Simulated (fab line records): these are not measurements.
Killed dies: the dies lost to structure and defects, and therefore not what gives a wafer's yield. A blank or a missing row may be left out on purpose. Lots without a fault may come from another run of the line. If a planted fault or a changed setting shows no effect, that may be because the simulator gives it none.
fab line records ; flow berkeley-cmos170 ; part 1 of 2: steps 1 to 26 of 35
record: lots: 5; wafers: 15; last-day: 13
route steps=331 shown SPACER@173 PSD@175 NSD@187 BACKSIDE@199 SDANNEAL@204
lots with no fault: from the same line, run without faults
start-h: start of the lot's first displayed wafer, in hours after the record's first day ; wait-h: how many hours have passed since the lot's step before this one ; " repeats the value in the row above ; L1.1+2: a single row standing in for several wafers ; - no value, or no start given ; * or withheld: withheld ; < > ~ a bound
route shown NAME@n: NAME is a module with steps in the file, n the number in the route of the first one ; usual: average and standard deviation across the fault-free wafers ; same: alike in all rows ; chamber/n: place in a boat ; sites: each site's reading ; _std_site: standard deviation of those values ; _edge_site: mean of outer sites minus mean of inner sites ; radius-mm: how far each site lies from the wafer's centre ; mask NAME#n: copy n ; behind: tool/chamber where the wafer was last shaped ; hold: why the lot went on hold/how many hours it stayed there/how the hold came to an end ; device: names the non-switching transistor (n, p or np) ; end of line: tests run on the same wafers once the route is complete ; where a step has no rows: the recipe by itself ; killed: the dies lost at the first sort to structure and to defects; this is not the yield of the wafer ; map: a wafer's dies, marking killed ones x, the rest . and places with no die _
set.NAME: setting as actually run; set.NAME@STEP: the setting as run at that earlier step ; model.NAME: the simulator's own value behind a step, which no gauge read
a table for each step, a row for each wafer; lots at some steps of the route
services: a tool's chamber out of use, with start hour (start-h, from the record's first day; less than 0 if before it), hours out, and reason
== steps ==
step: UCB170_SPACER_ANNEAL_02
recipe: temp-c: 900; time-s: 1800; ambient: N2
usual: spike-tc-centre-C: 903.4/0.95; zone-power-centre-pct: 38/3.8; zone-power-source-pct: 27.9/2.1
lot.wafer;tool;chamber;start-h;wait-h;spike-tc-centre-C;zone-power-centre-pct;zone-power-source-pct
L075.4;furnace-01;0;174.99;5.6;903.2;40;24.0
L075.5;furnace-01;0;174.99;5.6;903.6;40;24.0
L075.6;furnace-01;0;174.99;5.6;902.8;39;23.8
L079.1;furnace-02;0;185.08;3.0;902.9;34;28.6
L079.4;furnace-02;0;185.08;3.0;904.7;34;29.0
L079.6;furnace-02;0;185.08;3.0;903.7;34;28.9
L081.1;furnace-04;0;194.80;3.1;901.7;43;28.5
L081.3;furnace-04;0;194.80;3.1;902.9;43;28.9
L081.4;furnace-04;0;194.80;3.1;904.5;42;28.8
L088.1;furnace-02;0;227.45;2.8;903.9;34;29.4
L088.2;furnace-02;0;227.45;2.8;904.0;34;29.0
L088.3;furnace-02;0;227.45;2.8;902.7;35;29.0
L096.1;furnace-02;0;276.52;4.3;902.8;34;28.9
L096.2;furnace-02;0;276.52;4.3;903.1;35;29.6
L096.3;furnace-02;0;276.52;4.3;901.3;35;29.0
step: UCB170_SPACER_ETCHBACK_03
recipe: stop-on: Si; target: SiO2; chemistry: CHF3/CF4/Ar; CHF3_flow_sccm: 50; cf4-flow-sccm: 10; Ar_flow_sccm: 120; pressure-mtorr: 200; rf-w: 500; target-depth-a: 3760; time-s: 100
usual: drypump-motor-current-A: 5.7/0.51; oes-product-au: 0.910/0.014; throttle-valve-pct: 6.46/0.086
lot.wafer;tool;chamber;start-h;wait-h;drypump-motor-current-A;oes-product-au;rf-hours-counter-h;throttle-valve-pct
L075.4;rie-diel-01;3;176.49;0.0;4.7;0.917;0;6.50
L075.5;rie-diel-01;3;176.49;0.0;4.8;0.935;-;6.50
L075.6;rie-diel-01;0;176.49;0.0;5.7;0.921;-;6.37
L079.1;rie-diel-02;2;186.58;0.0;5.5;0.893;95;6.44
L079.4;rie-diel-02;0;186.58;0.0;6.5;0.911;107;6.67
L079.6;rie-diel-02;3;186.58;0.0;5.9;0.914;-;6.55
L081.1;rie-diel-01;3;196.30;0.0;4.8;0.909;1;6.50
L081.3;rie-diel-01;2;196.30;0.0;5.9;0.900;62;6.60
L081.4;rie-diel-01;0;196.30;0.0;5.7;0.899;49;6.38
L088.1;rie-diel-02;0;229.02;0.1;6.4;0.900;109;6.66
L088.2;rie-diel-02;3;229.02;0.1;5.9;0.896;19;6.54
L088.3;rie-diel-02;2;229.02;0.1;5.4;0.889;98;6.43
L096.1;rie-diel-01;1;278.02;0.0;5.6;0.917;100;6.35
L096.2;rie-diel-01;0;278.02;0.0;5.7;0.889;53;6.37
L096.3;rie-diel-01;3;278.02;0.0;4.8;0.921;4;6.51
step: UCB170_PSD_HMDS_00
recipe: prime-time-s: 60; prime-temp-c: 100
usual: resist-line-temp-C: 22.97/0.11
lot.wafer;tool;chamber;start-h;wait-h;resist-line-temp-C
L075.4;litho-track-01;0;176.69;0.2;22.92
L075.5;litho-track-01;0;176.69;0.2;23.16
L075.6;litho-track-01;0;176.69;0.2;22.95
L079.1;litho-track-02;0;186.86;0.2;23.18
L079.4;litho-track-02;0;186.86;0.2;22.94
L079.6;litho-track-02;0;186.86;0.2;22.93
L081.1;litho-track-01;0;196.37;0.0;23.03
L081.3;litho-track-01;0;196.37;0.0;23.09
L081.4;litho-track-01;0;196.37;0.0;23.05
L088.1;litho-track-03;0;229.47;0.4;22.92
L088.2;litho-track-03;0;229.47;0.4;23.14
L088.3;litho-track-03;0;229.47;0.4;22.76
L096.1;litho-track-01;0;278.59;0.5;22.78
L096.2;litho-track-01;0;278.59;0.5;22.85
L096.3;litho-track-01;0;278.59;0.5;22.89
step: UCB170_PSD_COAT_01
recipe: resist: KrF; spin-rpm: 1500; resist-thk-nm: 900
usual: dispense-pressure-kPa: 49/3.3; resist-line-temp-C: 22.99/0.11
lot.wafer;tool;chamber;start-h;wait-h;dispense-pressure-kPa;resist-line-temp-C
L075.4;litho-track-01;0;176.84;0.1;49;23.12
L075.5;litho-track-01;0;176.84;0.1;49;23.01
L075.6;litho-track-01;0;176.84;0.1;49;23.06
L079.1;litho-track-02;0;187.01;0.1;53;22.93
L079.4;litho-track-02;0;187.01;0.1;53;23.00
L079.6;litho-track-02;0;187.01;0.1;53;22.98
L081.1;litho-track-01;0;196.52;0.1;49;22.98
L081.3;litho-track-01;0;196.52;0.1;49;22.82
L081.4;litho-track-01;0;196.52;0.1;49;23.04
L088.1;litho-track-03;0;229.62;0.1;45;23.09
L088.2;litho-track-03;0;229.62;0.1;45;22.94
L088.3;litho-track-03;0;229.62;0.1;45;23.15
L096.1;litho-track-01;0;278.74;0.1;49;23.06
L096.2;litho-track-01;0;278.74;0.1;49;23.04
L096.3;litho-track-01;0;278.74;0.1;49;23.02
step: UCB170_PSD_SOFTBAKE_02
recipe: resist: KrF; temp-c: 130; time-s: 60
usual: plate-temp-C: 129.98/0.14; resist-line-temp-C: 23.02/0.11
lot.wafer;tool;chamber;start-h;wait-h;plate-temp-C;resist-line-temp-C
L075.4;litho-track-01;0;176.99;0.1;130.03;23.04
L075.5;litho-track-01;0;176.99;0.1;129.86;22.96
L075.6;litho-track-01;0;176.99;0.1;129.89;22.89
L079.1;litho-track-02;0;187.16;0.1;130.11;23.08
L079.4;litho-track-02;0;187.16;0.1;129.98;22.81
L079.6;litho-track-02;0;187.16;0.1;129.88;22.95
L081.1;litho-track-01;0;196.67;0.1;129.85;23.15
L081.3;litho-track-01;0;196.67;0.1;130.07;23.10
L081.4;litho-track-01;0;196.67;0.1;129.97;23.21
L088.1;litho-track-03;0;229.77;0.1;129.62;22.83
L088.2;litho-track-03;0;229.77;0.1;130.10;22.99
L088.3;litho-track-03;0;229.77;0.1;129.78;23.07
L096.1;litho-track-01;0;278.89;0.1;129.82;22.94
L096.2;litho-track-01;0;278.89;0.1;129.89;22.84
L096.3;litho-track-01;0;278.89;0.1;129.95;23.04
step: UCB170_PSD_EXPOSE_03
recipe: mask-id: PSELECT_MOD; na: 0.5; sigma-outer: 0.6; source-shape: conventional; target-cd-nm: 1200; dose-mj: 30
same: na: 0.5
lot.wafer;tool;chamber;start-h;wait-h;mask
L075.4+5+6;krf-scanner-02;0;177.43;0.4;PSELECT_MOD#0
L079.1+4+6;krf-scanner-01;0;187.52;0.3;PSELECT_MOD#0
L081.1+3+4;krf-scanner-01;0;196.95;0.2;PSELECT_MOD#0
L088.1+2+3;krf-scanner-01;0;230.19;0.4;PSELECT_MOD#0
L096.1+2+3;krf-scanner-02;0;279.04;0.1;PSELECT_MOD#0
step: UCB170_PSD_PEB_04
recipe: peb-temp-c: 130; peb-time-s: withheld; resist: KrF
usual: plate-temp-C: 130.02/0.15; resist-line-temp-C: 23.02/0.12
lot.wafer;tool;chamber;start-h;wait-h;plate-temp-C;resist-line-temp-C
L075.4;litho-track-01;0;177.60;0.2;129.98;22.96
L075.5;litho-track-01;0;177.60;0.2;130.18;23.08
L075.6;litho-track-01;0;177.60;0.2;130.09;23.07
L079.1;litho-track-02;0;188.03;0.5;130.22;23.05
L079.4;litho-track-02;0;188.03;0.5;130.16;23.10
L079.6;litho-track-02;0;188.03;0.5;130.10;23.07
L081.1;litho-track-01;0;197.27;0.3;130.07;23.00
L081.3;litho-track-01;0;197.27;0.3;130.08;22.86
L081.4;litho-track-01;0;197.27;0.3;130.28;22.96
L088.1;litho-track-03;0;230.31;0.1;130.05;22.92
L088.2;litho-track-03;0;230.31;0.1;129.98;22.98
L088.3;litho-track-03;0;230.31;0.1;130.05;23.03
L096.1;litho-track-03;0;279.88;0.8;130.18;23.05
L096.2;litho-track-03;0;279.88;0.8;130.10;23.03
L096.3;litho-track-03;0;279.88;0.8;130.30;23.11
step: UCB170_PSD_DEVELOP_05
recipe: developer: TMAH; develop-time-s: 45; resist: KrF; dev-temp-c: 21
usual: resist-line-temp-C: 23.01/0.11
lot.wafer;tool;chamber;start-h;wait-h;resist-line-temp-C
L075.4;litho-track-01;0;-;-;22.87
L075.5;litho-track-01;0;-;-;22.93
L075.6;litho-track-01;0;-;-;22.92
L079.1;litho-track-02;0;-;-;23.08
L079.4;litho-track-02;0;-;-;23.00
L079.6;litho-track-02;0;-;-;22.97
L081.1;litho-track-01;0;-;-;22.98
L081.3;litho-track-01;0;-;-;23.06
L081.4;litho-track-01;0;-;-;23.00
L088.1;litho-track-03;0;-;-;23.04
L088.2;litho-track-03;0;-;-;23.12
L088.3;litho-track-03;0;-;-;23.05
L096.1;litho-track-03;0;-;-;22.92
L096.2;litho-track-03;0;-;-;22.97
L096.3;litho-track-03;0;-;-;23.04
step: UCB170_PSD_CD_MEAS_06
recipe: target-cd-nm: 1200
usual: cd-nm: 1199.7/1.5
lot.wafer;tool;chamber;start-h;wait-h;cd-nm
L075.4;cd-sem-01;-;177.86;-;1198.4
L075.5;cd-sem-01;-;177.86;-;1196.6
L075.6;cd-sem-01;-;177.86;-;1196.9
L079.1;cd-sem-02;-;188.31;-;1200.5
L079.4;cd-sem-02;-;188.31;-;1198.8
L079.6;cd-sem-02;-;188.31;-;1198.3
L081.1;cd-sem-01;-;197.55;-;1197.8
L081.3;cd-sem-01;-;197.55;-;1199.2
L081.4;cd-sem-01;-;197.55;-;1199.2
L088.1;cd-sem-02;-;230.58;-;1198.2
L088.2;cd-sem-02;-;230.58;-;1198.8
L088.3;cd-sem-02;-;230.58;-;1198.1
L096.1;cd-sem-02;-;280.53;-;1200.6
L096.2;cd-sem-02;-;280.53;-;1199.0
L096.3;cd-sem-02;-;280.53;-;1199.3
step: UCB170_PSD_OVL_MEAS_07
usual: PSD_OVL: 0/6
lot.wafer;tool;chamber;start-h;wait-h;PSD_OVL[nm]
L075.4;overlay-01;-;177.94;0.1;-5
L075.5;overlay-01;-;177.94;0.1;-2
L075.6;overlay-01;-;177.94;0.1;-4
L079.1;overlay-01;-;188.43;0.1;-5
L079.4;overlay-01;-;188.43;0.1;1
L079.6;overlay-01;-;188.43;0.1;-2
L081.1;overlay-02;-;197.67;0.1;-7
L081.3;overlay-02;-;197.67;0.1;-1
L081.4;overlay-02;-;197.67;0.1;-7
L088.1;overlay-01;-;230.70;0.1;-11
L088.2;overlay-01;-;230.70;0.1;1
L088.3;overlay-01;-;230.70;0.1;-4
L096.1;overlay-02;-;280.65;0.1;-9
L096.2;overlay-02;-;280.65;0.1;-7
L096.3;overlay-02;-;280.65;0.1;-2
step: UCB170_PSD_IMPLANT_08
recipe: species: B; dose-cm2: 3e+15; energy-kev: 20; tilt-deg: 7
lot.wafer;tool;chamber;start-h;wait-h
L075.4+5+6;implanter-04;0;178.03;0.1
L079.1+4+6;implanter-04;0;188.46;0.0
L081.1+3+4;implanter-04;0;197.70;0.0
L088.1+2+3;implanter-03;0;230.74;0.0
L096.1+2+3;implanter-03;0;280.68;0.0
step: UCB170_PSD_STRIP_09
recipe: chemistry: O2; power-w: 400; pressure-mtorr: 3500; platen-temp-c: withheld; o2-flow-sccm: 400; overash-fraction: 0.5
usual: drypump-motor-current-A: 5.66/0.22; oes-product-au: 0.600/0.0049; strip-time-to-endpoint-s: 29.40/0.071
lot.wafer;tool;chamber;start-h;wait-h;drypump-motor-current-A;oes-product-au;rf-hours-counter-h;strip-time-to-endpoint-s
L075.4;plasma-asher-03;1;178.14;0.1;5.52;0.607;-;29.35
L075.5;plasma-asher-03;0;178.14;0.1;5.77;0.606;-;29.35
L075.6;plasma-asher-03;1;178.14;0.1;5.55;0.606;-;29.37
L079.1;plasma-asher-03;1;188.61;0.1;5.54;0.609;48;29.33
L079.4;plasma-asher-03;1;188.61;0.1;5.52;0.608;-;29.37
L079.6;plasma-asher-03;0;188.61;0.1;5.80;0.601;-;29.41
L081.1;plasma-asher-03;1;197.85;0.1;5.53;0.604;48;29.45
L081.3;plasma-asher-03;0;197.85;0.1;5.80;0.599;-;29.39
L081.4;plasma-asher-03;1;197.85;0.1;5.55;0.592;-;29.46
L088.1;plasma-asher-01;1;230.89;0.1;5.50;0.595;13;29.47
L088.2;plasma-asher-01;0;230.89;0.1;5.99;0.595;13;29.45
L088.3;plasma-asher-01;0;230.89;0.1;6.00;0.594;-;29.49
L096.1;plasma-asher-03;1;280.83;0.1;5.55;0.603;59;29.46
L096.2;plasma-asher-03;0;280.83;0.1;5.78;0.599;59;29.52
L096.3;plasma-asher-03;1;280.83;0.1;5.55;0.598;-;29.44
step: UCB170_PSD_TW_MEAS_10
usual: PSD_TW: 2318/23
lot.wafer;tool;chamber;start-h;wait-h;PSD_TW
L075.4;film-metro-02;-;178.24;0.1;2319
L075.5;film-metro-02;-;178.24;0.1;2306
L075.6;film-metro-02;-;178.24;0.1;2320
L079.1;film-metro-03;-;188.71;0.1;2302
L079.4;film-metro-03;-;188.71;0.1;2308
L079.6;film-metro-03;-;188.71;0.1;2289
L081.1;film-metro-04;-;197.95;0.1;2345
L081.3;film-metro-04;-;197.95;0.1;2346
L081.4;film-metro-04;-;197.95;0.1;2354
L088.1;film-metro-02;-;230.99;0.1;2342
L088.2;film-metro-02;-;230.99;0.1;2348
L088.3;film-metro-02;-;230.99;0.1;2339
L096.1;film-metro-02;-;280.93;0.1;2335
L096.2;film-metro-02;-;280.93;0.1;2339
L096.3;film-metro-02;-;280.93;0.1;2348
step: UCB170_PSD_CLEAN_11
recipe: chemistry: SPM; temp-c: 120; time-s: 600
lot.wafer;tool;chamber;start-h;wait-h
L075.4+5+6;wet-bench-04;3;178.38;0.1
L079.1+4+6;wet-bench-03;3;188.77;0.1
L081.1+3+4;wet-bench-03;0;199.78;1.8
L088.1+2+3;wet-bench-04;3;231.12;0.1
L096.1+2+3;wet-bench-02;3;280.99;0.1
step: UCB170_NSD_HMDS_00
recipe: prime-time-s: 60; prime-temp-c: 100
usual: resist-line-temp-C: 23.01/0.11
lot.wafer;tool;chamber;start-h;wait-h;resist-line-temp-C
L075.4;litho-track-03;0;178.73;0.2;22.86
L075.5;litho-track-03;0;178.73;0.2;22.90
L075.6;litho-track-03;0;178.73;0.2;22.83
L079.1;litho-track-04;0;189.90;1.0;23.02
L079.4;litho-track-04;0;189.90;1.0;22.92
L079.6;litho-track-04;0;189.90;1.0;22.80
L081.1;litho-track-04;0;200.31;0.4;23.06
L081.3;litho-track-04;0;200.31;0.4;23.19
L081.4;litho-track-04;0;200.31;0.4;23.05
L088.1;litho-track-03;0;231.59;0.3;23.25
L088.2;litho-track-03;0;231.59;0.3;23.26
L088.3;litho-track-03;0;231.59;0.3;23.16
L096.1;litho-track-03;0;281.17;0.0;22.93
L096.2;litho-track-03;0;281.17;0.0;23.19
L096.3;litho-track-03;0;281.17;0.0;23.05
step: UCB170_NSD_COAT_01
recipe: resist: KrF; spin-rpm: 1500; resist-thk-nm: 900
usual: dispense-pressure-kPa: 48/3.1; resist-line-temp-C: 23.04/0.11
lot.wafer;tool;chamber;start-h;wait-h;dispense-pressure-kPa;resist-line-temp-C
L075.4;litho-track-03;0;178.88;0.1;45;23.11
L075.5;litho-track-03;0;178.88;0.1;45;23.01
L075.6;litho-track-03;0;178.88;0.1;45;23.23
L079.1;litho-track-04;0;190.05;0.1;48;22.83
L079.4;litho-track-04;0;190.05;0.1;48;22.99
L079.6;litho-track-04;0;190.05;0.1;48;23.01
L081.1;litho-track-04;0;200.46;0.1;48;23.13
L081.3;litho-track-04;0;200.46;0.1;48;23.12
L081.4;litho-track-04;0;200.46;0.1;48;23.27
L088.1;litho-track-03;0;231.74;0.1;45;23.09
L088.2;litho-track-03;0;231.74;0.1;45;23.21
L088.3;litho-track-03;0;231.74;0.1;45;22.93
L096.1;litho-track-03;0;281.32;0.1;45;23.04
L096.2;litho-track-03;0;281.32;0.1;45;22.94
L096.3;litho-track-03;0;281.32;0.1;45;23.17
step: UCB170_NSD_SOFTBAKE_02
recipe: resist: KrF; temp-c: 130; time-s: 60
usual: plate-temp-C: 129.99/0.14; resist-line-temp-C: 22.99/0.099
lot.wafer;tool;chamber;start-h;wait-h;plate-temp-C;resist-line-temp-C
L075.4;litho-track-03;0;179.03;0.1;130.01;22.91
L075.5;litho-track-03;0;179.03;0.1;130.04;22.95
L075.6;litho-track-03;0;179.03;0.1;129.96;22.94
L079.1;litho-track-04;0;190.20;0.1;130.19;23.00
L079.4;litho-track-04;0;190.20;0.1;130.39;22.96
L079.6;litho-track-04;0;190.20;0.1;130.03;23.03
L081.1;litho-track-04;0;200.61;0.1;129.95;22.90
L081.3;litho-track-04;0;200.61;0.1;130.03;22.75
L081.4;litho-track-04;0;200.61;0.1;129.75;22.97
L088.1;litho-track-03;0;231.89;0.1;130.00;23.03
L088.2;litho-track-03;0;231.89;0.1;130.25;22.90
L088.3;litho-track-03;0;231.89;0.1;130.20;23.10
L096.1;litho-track-03;0;281.47;0.1;129.72;22.98
L096.2;litho-track-03;0;281.47;0.1;129.84;22.80
L096.3;litho-track-03;0;281.47;0.1;129.96;23.08
step: UCB170_NSD_EXPOSE_03
recipe: mask-id: NSELECT_MOD; na: 0.5; sigma-outer: 0.6; source-shape: conventional; target-cd-nm: 1200; dose-mj: 30
same: na: 0.5
lot.wafer;tool;chamber;start-h;wait-h;mask
L075.4+5+6;krf-scanner-01;0;179.29;0.2;NSELECT_MOD#0
L079.1+4+6;krf-scanner-01;0;190.48;0.2;NSELECT_MOD#0
L081.1+3+4;krf-scanner-01;0;200.89;0.2;NSELECT_MOD#0
L088.1+2+3;krf-scanner-02;0;232.21;0.3;NSELECT_MOD#0
L096.1+2+3;krf-scanner-02;0;281.74;0.2;NSELECT_MOD#0
step: UCB170_NSD_PEB_04
recipe: peb-temp-c: 130; peb-time-s: withheld; resist: KrF
usual: plate-temp-C: 130.00/0.13; resist-line-temp-C: 23.01/0.1
lot.wafer;tool;chamber;start-h;wait-h;plate-temp-C;resist-line-temp-C
L075.4;litho-track-02;0;179.42;0.1;130.04;23.32
L075.5;litho-track-02;0;179.42;0.1;130.17;23.18
L075.6;litho-track-02;0;179.42;0.1;130.12;23.22
L079.1;litho-track-04;0;191.18;0.7;130.24;22.99
L079.4;litho-track-04;0;191.18;0.7;130.01;22.98
L079.6;litho-track-04;0;191.18;0.7;130.00;22.87
L081.1;litho-track-04;0;201.76;0.9;129.74;22.92
L081.3;litho-track-04;0;201.76;0.9;130.03;22.95
L081.4;litho-track-04;0;201.76;0.9;129.98;22.90
L088.1;litho-track-03;0;232.36;0.1;130.06;22.98
L088.2;litho-track-03;0;232.36;0.1;130.04;22.93
L088.3;litho-track-03;0;232.36;0.1;130.01;23.21
L096.1;litho-track-02;0;281.86;0.1;130.11;22.98
L096.2;litho-track-02;0;281.86;0.1;130.09;23.00
L096.3;litho-track-02;0;281.86;0.1;130.29;23.13
step: UCB170_NSD_DEVELOP_05
recipe: developer: TMAH; develop-time-s: 45; resist: KrF; dev-temp-c: 21
usual: resist-line-temp-C: 23.02/0.12
lot.wafer;tool;chamber;start-h;wait-h;resist-line-temp-C
L075.4;litho-track-02;0;-;-;23.32
L075.5;litho-track-02;0;-;-;22.92
L075.6;litho-track-02;0;-;-;23.27
L079.1;litho-track-04;0;-;-;23.10
L079.4;litho-track-04;0;-;-;23.15
L079.6;litho-track-04;0;-;-;23.12
L081.1;litho-track-04;0;-;-;23.16
L081.3;litho-track-04;0;-;-;23.02
L081.4;litho-track-04;0;-;-;23.19
L088.1;litho-track-03;0;-;-;23.09
L088.2;litho-track-03;0;-;-;23.17
L088.3;litho-track-03;0;-;-;23.02
L096.1;litho-track-02;0;-;-;23.12
L096.2;litho-track-02;0;-;-;22.91
L096.3;litho-track-02;0;-;-;22.99
step: UCB170_NSD_CD_MEAS_06
recipe: target-cd-nm: 1200
usual: cd-nm: 1199.4/1.6
lot.wafer;tool;chamber;start-h;wait-h;cd-nm
L075.4;cd-sem-02;-;179.68;-;1201.3
L075.5;cd-sem-02;-;179.68;-;1202.5
L075.6;cd-sem-02;-;179.68;-;1203.2
L079.1;cd-sem-02;-;191.45;-;1198.0
L079.4;cd-sem-02;-;191.45;-;1199.6
L079.6;cd-sem-02;-;191.45;-;1200.5
L081.1;cd-sem-02;-;202.04;-;1199.0
L081.3;cd-sem-02;-;202.04;-;1196.4
L081.4;cd-sem-02;-;202.04;-;1197.4
L088.1;cd-sem-01;-;232.64;-;1202.1
L088.2;cd-sem-01;-;232.64;-;1203.3
L088.3;cd-sem-01;-;232.64;-;1202.7
L096.1;cd-sem-02;-;282.44;-;1198.9
L096.2;cd-sem-02;-;282.44;-;1199.2
L096.3;cd-sem-02;-;282.44;-;1197.1
step: UCB170_NSD_OVL_MEAS_07
usual: NSD_OVL: 2/4.1
lot.wafer;tool;chamber;start-h;wait-h;NSD_OVL[nm]
L075.4;overlay-01;-;179.76;0.1;-7
L075.5;overlay-01;-;179.76;0.1;-2
L075.6;overlay-01;-;179.76;0.1;-6
L079.1;overlay-01;-;191.57;0.1;-2
L079.4;overlay-01;-;191.57;0.1;-4
L079.6;overlay-01;-;191.57;0.1;2
L081.1;overlay-01;-;202.16;0.1;-3
L081.3;overlay-01;-;202.16;0.1;-3
L081.4;overlay-01;-;202.16;0.1;-7
L088.1;overlay-01;-;232.76;0.1;6
L088.2;overlay-01;-;232.76;0.1;-6
L088.3;overlay-01;-;232.76;0.1;-2
L096.1;overlay-01;-;282.56;0.1;4
L096.2;overlay-01;-;282.56;0.1;6
L096.3;overlay-01;-;282.56;0.1;1
step: UCB170_NSD_IMPLANT_08
recipe: species: P; dose-cm2: 3e+15; energy-kev: 40; tilt-deg: 7
lot.wafer;tool;chamber;start-h;wait-h
L075.4+5+6;implanter-02;0;179.85;0.1
L079.1+4+6;implanter-02;0;191.61;0.0
L081.1+3+4;implanter-03;0;202.20;0.0
L088.1+2+3;implanter-03;0;232.79;0.0
L096.1+2+3;implanter-04;0;282.59;0.0
step: UCB170_NSD_STRIP_09
recipe: chemistry: O2; power-w: 400; pressure-mtorr: 3500; platen-temp-c: withheld; o2-flow-sccm: 400; overash-fraction: 0.5
usual: drypump-motor-current-A: 5.8/0.34; oes-product-au: 0.533/0.0048; strip-time-to-endpoint-s: 35.83/0.079
lot.wafer;tool;chamber;start-h;wait-h;drypump-motor-current-A;oes-product-au;rf-hours-counter-h;strip-time-to-endpoint-s
L075.4;plasma-asher-04;1;179.96;0.1;6.0;0.529;-;35.84
L075.5;plasma-asher-04;0;179.96;0.1;6.3;0.538;-;35.85
L075.6;plasma-asher-04;1;179.96;0.1;6.0;0.531;-;35.80
L079.1;plasma-asher-04;1;191.76;0.1;5.9;0.532;44;35.74
L079.4;plasma-asher-04;1;191.76;0.1;5.9;0.532;-;35.78
L079.6;plasma-asher-04;0;191.76;0.1;6.3;0.537;-;35.79
L081.1;plasma-asher-04;1;202.35;0.1;5.9;0.540;45;35.93
L081.3;plasma-asher-04;1;202.35;0.1;5.9;0.529;-;35.91
L081.4;plasma-asher-04;0;202.35;0.1;6.3;0.543;-;35.87
L088.1;plasma-asher-02;0;232.94;0.1;5.8;0.542;46;35.79
L088.2;plasma-asher-02;1;232.94;0.1;5.3;0.534;46;35.77
L088.3;plasma-asher-02;1;232.94;0.1;5.3;0.533;-;35.80
L096.1;plasma-asher-02;0;282.74;0.1;5.8;0.531;51;35.90
L096.2;plasma-asher-02;1;282.74;0.1;5.3;0.531;51;35.88
L096.3;plasma-asher-02;1;282.74;0.1;5.3;0.538;-;35.90
step: UCB170_NSD_TW_MEAS_10
usual: NSD_TW: 4176/43
lot.wafer;tool;chamber;start-h;wait-h;NSD_TW
L075.4;film-metro-02;-;180.06;0.1;4195
L075.5;film-metro-02;-;180.06;0.1;4173
L075.6;film-metro-02;-;180.06;0.1;4190
L079.1;film-metro-04;-;191.86;0.1;4233
L079.4;film-metro-04;-;191.86;0.1;4217
L079.6;film-metro-04;-;191.86;0.1;4222
L081.1;film-metro-02;-;202.45;0.1;4215
L081.3;film-metro-02;-;202.45;0.1;4197
L081.4;film-metro-02;-;202.45;0.1;4220
L088.1;film-metro-03;-;233.04;0.1;4142
L088.2;film-metro-03;-;233.04;0.1;4116
L088.3;film-metro-03;-;233.04;0.1;4120
L096.1;film-metro-02;-;282.84;0.1;4196
L096.2;film-metro-02;-;282.84;0.1;4205
L096.3;film-metro-02;-;282.84;0.1;4204
step: UCB170_NSD_CLEAN_11
recipe: chemistry: SPM; temp-c: 120; time-s: 600
lot.wafer;tool;chamber;start-h;wait-h
L075.4+5+6;wet-bench-02;2;181.56;1.5
L079.1+4+6;wet-bench-01;0;191.92;0.1
L081.1+3+4;wet-bench-03;2;202.51;0.1
L088.1+2+3;wet-bench-01;2;233.10;0.1
L096.1+2+3;wet-bench-01;1;282.90;0.1
